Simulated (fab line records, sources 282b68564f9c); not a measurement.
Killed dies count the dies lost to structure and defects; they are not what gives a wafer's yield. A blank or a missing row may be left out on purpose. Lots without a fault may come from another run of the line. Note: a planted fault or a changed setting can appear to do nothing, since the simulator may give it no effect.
A single fault, viewed from 2 desks + flow rit_cmos + every desk sees just its own numbers, and what lay behind them comes last

## THE TOOL OWNER'S DESK: iline_stepper-02
The tool's own readings at RIT_NWELL_EXPOSE_03 (exposes mask M2, target cd 43900 nm): means of the sampled wafers that have a number, for each lot that ran on this tool. A lot is out of limits, marked OUT, if its mean lies more than 4 standard deviations from the usual mean; the brackets give that distance.
Columns: A = exposure_dose_mJ_cm2 at RIT_NWELL_EXPOSE_03, usual 249.99
| lot  | first seen here | A      |
|------|-----------------|--------|
| L516 | day 2 00:51     | 250.08 |
| L517 | day 2 09:02     | 250.14 |
| L519 | day 2 22:41     | 250.08 |
| L520 | day 2 22:49     | 249.79 |
| L523 | day 3 12:25     | 250.43 |
| L528 | day 4 13:25     | 249.99 |
Finding of this desk: none of the 6 lots has anything out of limits.

## THE METROLOGY DESK
What the gauges read, lot by lot, whatever tool the lot ran on: means of the sampled wafers that have a number. A lot is out of limits, marked OUT, if its mean lies more than 4 standard deviations from the usual mean; the brackets give that distance.
Columns: A = NWELL_OVL at RIT_NWELL_OVL_MEAS_06, usual 0.0 nm; B = NWELL_RS at RIT_WELLDRIVE_RS_MEAS_01, usual 275.4 ohm/sq; C = cd_nm at RIT_GATE_CD_MEAS_90, usual 150.1 nm; D = NSD_RS at RIT_SDANNEAL_RS_MEAS_05, usual 84.6 ohm/sq
| lot  | first seen here | A              | B     | C     | D    |
|------|-----------------|----------------|-------|-------|------|
| L515 | day 1 20:34     | -0.1           | 275.0 | 150.1 | 84.4 |
| L516 | day 2 01:17     | 1.2            | 276.9 | 150.6 | 85.2 |
| L517 | day 2 09:27     | -3.5           | 275.7 | 148.1 | 84.4 |
| L518 | day 2 16:38     | 0.7            | 276.1 | 151.6 | 84.0 |
| L519 | day 2 23:07     | -1.6           | 275.9 | 145.5 | 84.8 |
| L520 | day 2 23:14     | 0.3            | 275.7 | 149.8 | 84.4 |
| L522 | day 3 08:34     | -1.4           | 274.2 | 149.3 | 84.9 |
| L523 | day 3 12:51     | 6.2 (+4.2) OUT | 273.3 | 147.5 | 84.7 |
| L526 | day 4 04:11     | -0.4           | 274.3 | 153.2 | 84.9 |
| L528 | day 4 13:48     | 6.8 (+4.6) OUT | 275.8 | 149.5 | 84.3 |
| L530 | day 5 01:03     | -0.2           | 276.0 | 150.1 | 84.0 |
| L532 | day 5 09:32     | -0.4           | 276.3 | 154.6 | 84.6 |
| L535 | day 6 00:29     | 1.4            | 275.1 | 153.9 | 84.4 |
| L537 | day 6 10:23     | -1.1           | 276.5 | 149.8 | 84.6 |
Finding of this desk: L523, L528 out of limits, first seen on L523 at day 3 12:51 (NWELL_OVL at RIT_NWELL_OVL_MEAS_06). L515, L516, L517, L518, L519, L520, L522, L526, L530, L532, L535, L537: within limits.

## ALL TOGETHER
On L523, L528, the metrology desk was in a position to raise an alarm at day 3 12:51.
Nothing out of limits was seen by the tool owner's desk.
Tool owner's desk: L523, L528 on record, inside its limits.
Of the lots named, all ran RIT_NWELL_EXPOSE_03 on iline_stepper-02.

## WHAT HAD BEEN PUT IN BY THE SIMULATOR
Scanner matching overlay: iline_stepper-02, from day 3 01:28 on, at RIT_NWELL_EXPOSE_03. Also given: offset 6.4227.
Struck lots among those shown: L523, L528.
Delay in hours, fault start to first out-of-limits reading, per desk: metrology desk 11.
